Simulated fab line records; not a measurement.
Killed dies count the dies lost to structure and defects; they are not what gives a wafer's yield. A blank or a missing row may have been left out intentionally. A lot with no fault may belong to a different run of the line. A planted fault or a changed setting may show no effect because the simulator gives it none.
Which tool is to blame? ; flow rit_cmos ; 14 lots, 42 wafers sampled, at 1 step of a route of 202

== WHAT THE GAUGES READ, wafer by wafer ==
Not one reading of a measure or inspect step in the record can be checked against a usual standard deviation.

== EACH LOT AND THE TOOL THAT RAN IT (in order: tool; ch and the chambers of the sampled wafers; start) ==
lot;RIT_REOX_OXIDATION_03
L340;furnace-01 ch 0, day 2 20:40
L342;furnace-03 ch 0, day 3 04:55
L343;furnace-03 ch 0, day 3 07:28
L345;furnace-04 ch 0, day 3 19:46
L346;furnace-01 ch 0, day 4 02:41
L347;furnace-04 ch 0, day 4 06:58
L349;furnace-01 ch 0, day 4 17:18
L350;furnace-04 ch 0, day 4 20:08
L351;furnace-04, day 5 00:17
L352;furnace-03, day 5 07:49
L356;furnace-04 ch 0, day 6 00:31
L361;furnace-03 ch 0, day 7 04:08
L362;furnace-01 ch 0, day 7 19:30
L363;furnace-03 ch 0, day 8 00:19
- RIT_REOX_OXIDATION_03: target thk 25.2 nm, ox time 5580 s.

== WHAT THE TOOLS THEMSELVES READ (means of the sampled wafers that have a number; where no wafer has one, the mark that the record gives instead) ==
RIT_REOX_OXIDATION_03.
lot;tool;ox_temp_c (C);ox_temp_c_max
L340;furnace-01;899.7;904.7
L342;furnace-03;899.8;904.3
L343;furnace-03;899.9;903.6
L345;furnace-04;900.4;906.7
L346;furnace-01;900.1;904.3
L347;furnace-04;900.1;905.1
L349;furnace-01;900.2;904.8
L350;furnace-04;900.0;905.6
L351;furnace-04;-;-
L352;furnace-03;-;-
L356;furnace-04;899.5;905.1
L361;furnace-03;899.5;904.2
L362;furnace-01;899.7;903.8
L363;furnace-03;900.3;904.6

== THE ANSWER, worked out from the rows above alone ==
Rule: the lots themselves supply what counts as usual. Put in order of their means at a reading, lots are off if they are a third of the lots or fewer, leave a main group of 4 or more, and stand apart from it by a gap of 3 or more times the standard deviation of the main group's means; of several such gaps the widest counts. A main group is skipped when, at the precision printed for the reading in the tables above, its means are all equal. A lot without any number at a reading at which 4 lots or more have one is off too. The other lots that the step has rows for count as sound. The gauges are gone through in route order, then the tools' own readings, and for those a lot's mean is taken as printed above. The first step at which some lot is off is used, and at that step the reading that is off furthest; a lot without a number counts as furthest.
Off at RIT_REOX_OXIDATION_03 (ox_temp_c): L351, L352. Without a number there: L351, L352. The main group: mean 899.9 C, standard deviation 0.29.
If a tool, at that step or one of the process steps before it, ran each lot that is off and ran no sound lot following the first of them, it fits. Not one of the candidates tried fits.

== WHAT THE SIMULATOR HAD INSERTED ==
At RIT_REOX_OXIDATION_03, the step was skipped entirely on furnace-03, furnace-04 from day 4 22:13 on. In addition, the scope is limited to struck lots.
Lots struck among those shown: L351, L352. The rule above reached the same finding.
